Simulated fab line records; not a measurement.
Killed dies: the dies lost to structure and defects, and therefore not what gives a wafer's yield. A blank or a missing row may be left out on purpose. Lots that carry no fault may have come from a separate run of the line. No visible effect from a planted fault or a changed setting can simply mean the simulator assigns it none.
Which tool is to blame? | flow berkeleyCmos170 | 14 lots with 42 wafers sampled at 5 steps, on a route of 331 steps

== WHAT THE GAUGES READ, wafer by wafer ==
UCB170_NWELL_THK_MEAS_05.
lot  | measured    | on           | NWELL_NITRIDE_THK (nm)
L690 | day 3 03:13 | filmMetro-04 | 228.6 227.7 230.2
L692 | day 3 03:13 | filmMetro-01 | 219.8 219.5 220.5
L691 | day 3 03:13 | filmMetro-02 | 223.1 224.2 221.0
L693 | day 3 13:02 | filmMetro-04 | 223.7 223.9 225.2
L698 | day 4 09:51 | filmMetro-04 | 222.5 222.5 223.0
L697 | day 4 09:50 | filmMetro-02 | 226.7 227.7 227.0
L701 | day 5 02:32 | filmMetro-04 | 222.2 221.7 220.3
L702 | day 5 10:57 | filmMetro-04 | 228.3 225.2 227.1
L704 | day 5 15:28 | filmMetro-04 | 219.6 222.5 221.9
L705 | day 6 02:56 | filmMetro-02 | 228.3 228.8 227.0
L706 | day 6 15:16 | filmMetro-01 | 227.9 227.4 227.6
L707 | day 6 15:14 | filmMetro-04 | 222.8 220.3 222.2
L709 | day 7 03:52 | filmMetro-01 | 221.8 223.0 223.1
L711 | day 7 21:16 | filmMetro-04 | 226.0 223.2 222.6

UCB170_NWELL_TW_MEAS_16.
lot  | measured    | on           | NWELL_TW
L690 | day 3 04:37 | filmMetro-01 | 1234 1241 1243
L692 | day 3 04:44 | filmMetro-04 | 1250 1248 1247
L691 | day 3 04:59 | filmMetro-01 | 1239 1237 1242
L693 | day 3 15:10 | filmMetro-04 | 1254 1251 1250
L698 | day 4 11:43 | filmMetro-01 | 1241 1246 1238
L697 | day 4 11:50 | filmMetro-04 | 1225 1226 1221
L701 | day 5 04:35 | filmMetro-01 | 1200 1206 1194
L702 | day 5 12:29 | filmMetro-02 | 1241 1227 1233
L704 | day 5 17:03 | filmMetro-04 | 1251 1250 1255
L705 | day 6 04:13 | filmMetro-04 | 1254 1254 1248
L706 | day 6 16:47 | filmMetro-01 | 1238 1239 1238
L707 | day 6 16:52 | filmMetro-02 | 1230 1234 1240
L709 | day 7 05:24 | filmMetro-01 | 1235 1234 1241
L711 | day 7 23:01 | filmMetro-04 | 1250 1249 1251

== TOOL THAT RAN EACH LOT (tool first, then ch and the chambers of the sampled wafers, then the start) ==
lot  | UCB170_ZERO_ETCH_06              | UCB170_NWELL_IMPLANT_14        | UCB170_NWELL_STRIP_15
L690 | rieDiel-03 ch 0,1,3, day 2 12:33 | implanter-04 ch 0, day 3 04:22 | plasmaAsher-04 ch 0,1, day 3 04:31
L692 | rieDiel-04 ch 0,1,2, day 2 16:08 | implanter-02 ch 0, day 3 04:29 | plasmaAsher-01 ch 0,1, day 3 04:38
L691 | rieDiel-03 ch 1,2,3, day 2 16:25 | implanter-01 ch 0, day 3 04:44 | plasmaAsher-04 ch 0,1, day 3 04:53
L693 | rieDiel-01 ch 0,3, day 2 22:14   | implanter-02 ch 0, day 3 14:55 | plasmaAsher-03 ch 0,1, day 3 15:04
L698 | rieDiel-04 ch 0,2, day 3 21:29   | implanter-02 ch 0, day 4 11:29 | plasmaAsher-03 ch 0,1, day 4 11:37
L697 | rieDiel-01 ch 1,2,3, day 3 21:45 | implanter-04 ch 0, day 4 11:35 | plasmaAsher-01 ch 1, day 4 11:44
L701 | rieDiel-03 ch 0,1,2, day 4 10:41 | implanter-04 ch 0, day 5 04:20 | plasmaAsher-01 ch 0,1, day 5 04:29
L702 | rieDiel-04 ch 2,3, day 4 20:04   | implanter-01 ch 0, day 5 12:15 | plasmaAsher-04 ch 1, day 5 12:22
L704 | rieDiel-03 ch 0,1, day 5 02:58   | implanter-01 ch 0, day 5 16:48 | plasmaAsher-01 ch 0,1, day 5 16:57
L705 | rieDiel-03 ch 1,2,3, day 5 11:17 | implanter-01 ch 0, day 6 03:58 | plasmaAsher-04 ch 0,1, day 6 04:07
L706 | rieDiel-04 ch 0,1,2, day 5 17:29 | implanter-01 ch 0, day 6 16:34 | plasmaAsher-04 ch 0,1, day 6 16:41
L707 | rieDiel-01 ch 2,3, day 5 17:46   | implanter-02 ch 0, day 6 16:37 | plasmaAsher-01 ch 0,1, day 6 16:46
L709 | rieDiel-03 ch 0,1, day 6 04:33   | implanter-04 ch 0, day 7 05:10 | plasmaAsher-03 ch 0, day 7 05:17
L711 | rieDiel-04 ch 1,2,3, day 6 21:49 | implanter-01 ch 0, day 7 22:46 | plasmaAsher-04 ch 0,1, day 7 22:55
- UCB170_ZERO_ETCH_06: etches SiO2 in CHF3/CF4/Ar, time 12 s.
- UCB170_NWELL_IMPLANT_14
- UCB170_NWELL_STRIP_15: strips in O2.

== AS READ BY THE TOOLS THEMSELVES (means over the sampled wafers that have a number; for cases with no such wafer, the mark the record gives instead) ==
UCB170_ZERO_ETCH_06.
lot  | tool       | drypumpMotorCurrentA (A) | mfcArSccm (sccm) | oesProductAu (a.u.) | rfFwdPowerW (W) | throttleValvePct (%)
L690 | rieDiel-03 | 5.7                      | 119.8            | 0.623               | 489             | 9.24
L692 | rieDiel-04 | 6.0                      | 120.0            | 0.619               | 493             | 9.30
L691 | rieDiel-03 | 5.4                      | 120.2            | 0.626               | 489             | 9.31
L693 | rieDiel-01 | 5.8                      | 120.0            | 0.617               | 490             | 9.22
L698 | rieDiel-04 | 5.8                      | 119.9            | 0.626               | 493             | 9.25
L697 | rieDiel-01 | 5.5                      | 119.7            | 0.625               | 493             | 9.26
L701 | rieDiel-03 | 5.8                      | 120.3            | 0.621               | 490             | 9.31
L702 | rieDiel-04 | 6.0                      | 119.9            | 0.616               | 496             | 9.20
L704 | rieDiel-03 | 6.1                      | 120.1            | 0.615               | 489             | 9.23
L705 | rieDiel-03 | 5.4                      | 120.4            | 0.623               | 489             | 9.31
L706 | rieDiel-04 | 6.0                      | 120.0            | 0.617               | 492             | 9.29
L707 | rieDiel-01 | 5.5                      | 120.1            | 0.630               | 495             | 9.27
L709 | rieDiel-03 | 6.0                      | 120.2            | 0.620               | 489             | 9.22
L711 | rieDiel-04 | 6.1                      | 119.8            | 0.614               | 493             | 9.25

UCB170_NWELL_IMPLANT_14.
lot  | tool         | beamOnS (s) | doseIonsCm2 | faradayCurrentUA | tiltDeg (degrees)
L690 | implanter-04 | 10.08       | 9.999e+12   | 31.5             | 6.999
L692 | implanter-02 | 10.06       | 9.994e+12   | 31.5             | 7.005
L691 | implanter-01 | 10.09       | 9.996e+12   | 31.5             | 7.007
L693 | implanter-02 | 9.99        | 9.998e+12   | 31.8             | 6.981
L698 | implanter-02 | 9.89        | 9.994e+12   | 32.1             | 7.009
L697 | implanter-04 | 10.14       | 9.208e+12   | 28.8             | 7.001
L701 | implanter-04 | 9.92        | 9.194e+12   | 29.5             | 6.982
L702 | implanter-01 | 9.99        | 9.980e+12   | 31.8             | 7.014
L704 | implanter-01 | 10.15       | 1.000e+13   | 31.2             | 6.979
L705 | implanter-01 | 10.07       | 9.999e+12   | 31.5             | 6.992
L706 | implanter-01 | 9.99        | 1.001e+13   | 31.8             | 7.021
L707 | implanter-02 | 10.21       | 9.997e+12   | 31.1             | 6.993
L709 | implanter-04 | 9.92        | 9.999e+12   | 31.9             | 6.959
L711 | implanter-01 | 9.92        | 9.996e+12   | 32.0             | 6.973

UCB170_NWELL_STRIP_15.
lot  | tool           | drypumpMotorCurrentA (A) | o2FlowSccm (sccm) | oesProductAu (a.u.) | stripTimeToEndpointS (s)
L690 | plasmaAsher-04 | 5.5                      | 400.0             | 0.718               | 17.96
L692 | plasmaAsher-01 | 5.6                      | 400.0             | 0.725               | 18.03
L691 | plasmaAsher-04 | 5.4                      | 399.6             | 0.716               | 18.05
L693 | plasmaAsher-03 | 6.2                      | 401.1             | 0.714               | 18.05
L698 | plasmaAsher-03 | 5.9                      | 401.5             | 0.718               | 17.99
L697 | plasmaAsher-01 | 5.7                      | 399.1             | 0.722               | 17.95
L701 | plasmaAsher-01 | 5.7                      | 399.7             | 0.720               | 17.96
L702 | plasmaAsher-04 | 5.5                      | 401.2             | 0.723               | 17.94
L704 | plasmaAsher-01 | 5.6                      | 401.0             | 0.717               | 17.94
L705 | plasmaAsher-04 | 5.4                      | 400.5             | 0.720               | 17.95
L706 | plasmaAsher-04 | 5.4                      | 400.1             | 0.721               | 17.90
L707 | plasmaAsher-01 | 5.5                      | 399.4             | 0.720               | 18.13
L709 | plasmaAsher-03 | 5.6                      | 399.9             | 0.731               | 17.95
L711 | plasmaAsher-04 | 5.5                      | 401.3             | 0.722               | 17.87

== THE ANSWER, worked out from the rows above alone ==
Rule: the usual values come from the lots themselves. The widest of any qualifying gaps counts: lots, ordered by their means at a reading, are off when they make up no more than a third of the lots, leave a main group of 4 or more, and stand apart from it by 3 or more times the standard deviation of that group's means. If all means in a main group match to the digits the tables above print for the reading, that group is not used. A lot without any number at a reading at which 4 lots or more have one is off too. Where the step has rows for the other lots, those lots are counted as sound. First the gauges in route order, then the tools' own readings, where a lot's mean is used as printed above. The first step at which some lot is off is used, and at that step the reading that is off furthest; a lot without a number counts as furthest.
Off at UCB170_NWELL_IMPLANT_14 (doseIonsCm2): L697, L701. The main group has a mean of 9.997e+12 with a standard deviation of 6.5e+09.
If a tool, at that step or one of the process steps before it, ran each lot that is off and ran no sound lot following the first of them, it fits. No candidate that was tried fits.

== WHAT THE SIMULATOR HAD INSERTED ==
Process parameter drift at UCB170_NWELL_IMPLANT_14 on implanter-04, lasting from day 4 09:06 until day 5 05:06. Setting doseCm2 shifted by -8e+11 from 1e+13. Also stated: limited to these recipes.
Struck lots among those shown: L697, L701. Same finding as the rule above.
